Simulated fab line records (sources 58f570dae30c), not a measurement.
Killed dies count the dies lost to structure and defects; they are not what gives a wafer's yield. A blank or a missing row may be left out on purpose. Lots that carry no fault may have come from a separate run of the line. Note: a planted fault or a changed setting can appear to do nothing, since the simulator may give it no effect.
Which tool was responsible? -- flow berkeleyCmos170 -- 42 wafers from 14 lots sampled at 3 of the route's 331 steps

== WHAT EACH GAUGE READ, for each wafer ==
UCB170_V1_CD_MEAS_12: target cd 700 nm. Usual: cdNm 700.1 nm, standard deviation 1.5.
lot,measured,on,cdNm (nm),flag
L938,day 7 10:41,cdSem-02,699.7 698.3 699.0,
L936,day 7 11:08,cdSem-01,697.3 698.0 698.9,
L942,day 8 11:08,cdSem-01,699.8 700.1 701.5,
L941,day 8 11:31,cdSem-01,698.9 698.6 698.6,
L944,day 9 06:25,cdSem-01,696.6 696.9 697.1,
L945,day 10 02:08,cdSem-01,701.2 699.4 700.1,
L947,day 10 02:16,cdSem-02,700.4 698.4 699.7,
L948,day 10 02:31,cdSem-01,699.8 700.2 701.1,
L946,day 10 02:46,cdSem-02,703.1 702.7 702.7,
L949,day 10 05:10,cdSem-02,702.5 703.2 703.5,
L954,day 11 06:47,cdSem-02,701.5 702.0 701.5,
L957,day 11 17:38,cdSem-02,697.5 699.7 699.4,
L959,day 11 23:00,cdSem-02,699.2 699.0 700.4,
L955,day 11 23:25,cdSem-02,701.3 702.0 702.2,

UCB170_V1_OVL_MEAS_13. Usual: V1_OVL gives 0 nm (standard deviation 5.4).
lot,measured,on,V1_OVL (nm),flag
L938,day 7 10:47,overlay-02,-2 -4 -7,
L936,day 7 11:16,overlay-02,6 2 0,
L942,day 8 11:15,overlay-01,1 0 -13,
L941,day 8 11:38,overlay-02,0 3 -3,
L944,day 9 06:32,overlay-02,1 -2 12,
L945,day 10 02:15,overlay-02,-7 -4 1,
L947,day 10 02:22,overlay-01,3 -5 9,
L948,day 10 02:37,overlay-02,3 2 -4,
L946,day 10 02:53,overlay-01,-3 0 -2,
L949,day 10 05:17,overlay-02,-13 -14 -11,
L954,day 11 06:53,overlay-01,8 8 9,
L957,day 11 17:47,overlay-01,0 1 -8,
L959,day 11 23:07,overlay-01,-2 -5 -5,
L955,day 11 23:32,overlay-01,-5 2 7,

UCB170_V1_CD_MEAS_90: target cd 700 nm. Usual: cdNm 700.1 nm, standard deviation 1.6.
lot,measured,on,cdNm (nm),flag
L938,day 7 11:07,cdSem-02,699.9 698.1 699.3,
L936,day 7 11:35,cdSem-01,696.9 698.1 699.7,
L942,day 8 11:34,cdSem-02,699.7 700.1 700.8,
L941,day 8 11:56,cdSem-01,698.6 698.4 698.2,
L944,day 9 06:50,cdSem-01,696.6 696.7 697.4,
L945,day 10 02:34,cdSem-02,700.8 699.4 700.5,
L947,day 10 02:41,cdSem-01,699.8 698.3 698.2,
L948,day 10 02:57,cdSem-01,700.2 700.6 702.3,
L946,day 10 03:13,cdSem-02,703.0 702.6 702.7,
L949,day 10 05:42,cdSem-02,703.0 703.0 703.8,
L954,day 11 07:13,cdSem-02,702.7 702.6 701.0,
L957,day 11 18:06,cdSem-02,698.1 700.1 699.4,
L959,day 11 23:31,cdSem-02,698.7 698.9 699.7,
L955,day 11 23:52,cdSem-01,701.4 702.4 701.4,

== EACH LOT AND THE TOOL THAT RAN IT (in order: tool; ch and the chambers of the sampled wafers; start) ==
There is no process step in the record ahead of these readings.

== WHAT THE TOOLS THEMSELVES READ (means of the sampled wafers that have a number; where no wafer has one, the mark that the record gives instead) ==
The record holds no such reading with a usual standard deviation.

== THE ANSWER, worked out from the rows above alone ==
Rule: take the mean of a lot's wafers that have a number; if it is more than 3 standard deviations from the usual mean, the lot is off. Also off: a lot with no number at a reading for which 4 or more lots have one. Any other lot the step has rows for is counted as sound. First the gauges in route order, then the tools' own readings, where a lot's mean is used as printed above. The first step at which some lot is off is used, and at that step the reading that is off furthest; a lot without a number counts as furthest.
No lot is off at any reading shown: from this, nothing can be told.

== WHAT THE SIMULATOR HAD INSERTED ==
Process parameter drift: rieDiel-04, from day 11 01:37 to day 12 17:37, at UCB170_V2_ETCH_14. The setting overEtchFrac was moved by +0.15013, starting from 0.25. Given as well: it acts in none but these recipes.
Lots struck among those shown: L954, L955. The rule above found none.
